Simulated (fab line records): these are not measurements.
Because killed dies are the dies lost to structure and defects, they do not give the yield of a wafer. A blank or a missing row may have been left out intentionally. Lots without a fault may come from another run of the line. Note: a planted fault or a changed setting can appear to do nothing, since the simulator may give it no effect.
What tool caused it? | flow rit_cmos | 14 lots with 42 wafers sampled at 4 steps, on a route of 202 steps

== WHAT EACH GAUGE READ, for each wafer ==
RIT_SDANNEAL_RS_MEAS_04: uses a four-point probe to measure. Usual: for PSD_RS the level is 115.9 ohm/sq and the standard deviation is 0.36.
lot  | measured    | on            | PSD_RS (ohm/sq)   | flag
L522 | day 3 04:34 | film_metro-01 | 116.1 116.5 116.4 |
L523 | day 3 06:34 | film_metro-01 | 115.8 115.6 115.9 |
L524 | day 3 10:40 | film_metro-01 | 116.0 116.5 116.4 |
L525 | day 3 16:11 | film_metro-01 | 115.9 115.9 115.9 |
L526 | day 3 20:48 | film_metro-01 | 115.7 115.7 116.0 |
L529 | day 4 13:50 | film_metro-03 | 145.1 145.2 144.9 | OFF
L530 | day 4 16:43 | film_metro-02 | 115.9 115.7 115.3 |
L531 | day 4 22:08 | film_metro-02 | 143.9 144.0 144.3 | OFF
L534 | day 5 17:11 | film_metro-02 | 115.7 115.8 115.4 |
L538 | day 6 10:43 | film_metro-01 | 116.0 116.1 116.0 |
L539 | day 6 15:29 | film_metro-01 | 116.2 116.3 116.7 |
L541 | day 7 01:28 | film_metro-02 | 115.9 115.9 115.9 |
L544 | day 7 14:50 | film_metro-03 | 116.2 116.1 115.7 |
L545 | day 7 20:50 | film_metro-02 | 115.6 115.4 115.6 |

RIT_SDANNEAL_RS_MEAS_05: uses a four-point probe to measure. Usual: for NSD_RS the level is 84.6 ohm/sq and the standard deviation is 0.35.
lot  | measured    | on            | NSD_RS (ohm/sq) | flag
L522 | day 3 04:41 | film_metro-01 | 84.5 84.4 84.2  |
L523 | day 3 06:41 | film_metro-01 | 85.1 85.1 85.1  |
L524 | day 3 10:47 | film_metro-01 | 84.8 84.8 85.0  |
L525 | day 3 16:18 | film_metro-01 | 85.0 85.0 85.0  |
L526 | day 3 20:55 | film_metro-01 | 84.8 84.7 85.0  |
L529 | day 4 13:58 | film_metro-03 | 86.2 86.0 86.2  | OFF
L530 | day 4 16:50 | film_metro-02 | 84.0 84.2 84.0  |
L531 | day 4 22:16 | film_metro-02 | 86.0 85.8 86.2  | OFF
L534 | day 5 17:18 | film_metro-02 | 84.7 84.6 84.6  |
L538 | day 6 10:50 | film_metro-01 | 85.1 84.7 85.0  |
L539 | day 6 15:36 | film_metro-01 | 84.9 84.7 84.6  |
L541 | day 7 01:35 | film_metro-02 | 84.7 84.7 84.6  |
L544 | day 7 14:57 | film_metro-03 | 84.4 84.6 84.4  |
L545 | day 7 20:58 | film_metro-02 | 83.9 84.1 84.3  |

RIT_SDANNEAL_RS_MEAS_06: uses a four-point probe to measure. Usual: for PLDD_RS the level is 178.7 ohm/sq and the standard deviation is 0.57.
lot  | measured    | on            | PLDD_RS (ohm/sq)  | flag
L522 | day 3 04:49 | film_metro-01 | 179.3 178.6 179.4 |
L523 | day 3 06:48 | film_metro-01 | 178.6 178.6 178.9 |
L524 | day 3 10:54 | film_metro-01 | 179.5 179.2 179.3 |
L525 | day 3 16:25 | film_metro-01 | 179.6 178.7 179.1 |
L526 | day 3 21:02 | film_metro-01 | 178.8 178.1 179.1 |
L529 | day 4 14:05 | film_metro-03 | 215.8 215.5 215.8 | OFF
L530 | day 4 16:58 | film_metro-02 | 178.3 178.1 178.0 |
L531 | day 4 22:23 | film_metro-02 | 214.3 214.6 214.7 | OFF
L534 | day 5 17:25 | film_metro-02 | 179.1 179.0 179.3 |
L538 | day 6 10:57 | film_metro-01 | 178.6 178.8 178.8 |
L539 | day 6 15:43 | film_metro-01 | 178.6 179.0 178.9 |
L541 | day 7 01:43 | film_metro-02 | 179.0 178.5 178.5 |
L544 | day 7 15:04 | film_metro-03 | 178.9 178.9 178.3 |
L545 | day 7 21:05 | film_metro-02 | 177.1 178.0 177.4 |

== TOOL THAT RAN EACH LOT (tool first, then ch and the chambers of the sampled wafers, then the start) ==
lot  | RIT_SDANNEAL_RTA_03
L522 | rtp_anneal-01 ch 0, day 3 04:29
L523 | rtp_anneal-02 ch 0, day 3 06:30
L524 | rtp_anneal-01 ch 0, day 3 10:35
L525 | rtp_anneal-02 ch 0, day 3 16:04
L526 | rtp_anneal-01 ch 0, day 3 20:44
L529 | rtp_anneal-02 ch 0, day 4 13:47
L530 | rtp_anneal-01 ch 0, day 4 16:40
L531 | rtp_anneal-02 ch 0, day 4 22:05
L534 | rtp_anneal-01 ch 0, day 5 17:07
L538 | rtp_anneal-01 ch 0, day 6 10:38
L539 | rtp_anneal-01 ch 0, day 6 15:25
L541 | rtp_anneal-01 ch 0, day 7 01:24
L544 | rtp_anneal-02 ch 0, day 7 14:46
L545 | rtp_anneal-01 ch 0, day 7 20:46
- RIT_SDANNEAL_RTA_03: time 5 s.

== AS READ BY THE TOOLS THEMSELVES (means over the sampled wafers that have a number; for cases with no such wafer, the mark the record gives instead) ==
RIT_SDANNEAL_RTA_03. Usual: wafer_temp_C_max reads 1053.6 (standard deviation 1.2).
lot  | tool          | wafer_temp_C_max | flag
L522 | rtp_anneal-01 | 1054.6           |
L523 | rtp_anneal-02 | 1053.8           |
L524 | rtp_anneal-01 | 1053.4           |
L525 | rtp_anneal-02 | 1053.3           |
L526 | rtp_anneal-01 | 1053.2           |
L529 | rtp_anneal-02 | 1013.2           | OFF
L530 | rtp_anneal-01 | 1054.0           |
L531 | rtp_anneal-02 | 1013.4           | OFF
L534 | rtp_anneal-01 | 1053.3           |
L538 | rtp_anneal-01 | 1053.0           |
L539 | rtp_anneal-01 | 1054.1           |
L541 | rtp_anneal-01 | 1053.7           |
L544 | rtp_anneal-02 | 1052.7           |
L545 | rtp_anneal-01 | 1053.8           |

== THE ANSWER, worked out from the rows above alone ==
Rule: lot off if the mean of its wafers having a number is beyond 3 standard deviations from the usual mean. A lot without any number at a reading at which 4 lots or more have one is off too. Where the step has rows for the other lots, those lots are counted as sound. First the gauges in route order, then the tools' own readings, where a lot's mean is used as printed above. The first step at which some lot is off is used, and at that step the reading that is off furthest; a lot without a number counts as furthest.
Off: at RIT_SDANNEAL_RS_MEAS_04 (PSD_RS), L529, L531.
If a tool, at a process step before that reading, ran all the lots that are off and no sound lot after the first of them, it fits. The gauges at RIT_SDANNEAL_RS_MEAS_04 aren't tried: what is off there is off at RIT_SDANNEAL_RTA_03 too, on other tools, and a gauge's error can't cause that. No candidate that was tried fits.

== WHAT THE SIMULATOR PUT IN ==
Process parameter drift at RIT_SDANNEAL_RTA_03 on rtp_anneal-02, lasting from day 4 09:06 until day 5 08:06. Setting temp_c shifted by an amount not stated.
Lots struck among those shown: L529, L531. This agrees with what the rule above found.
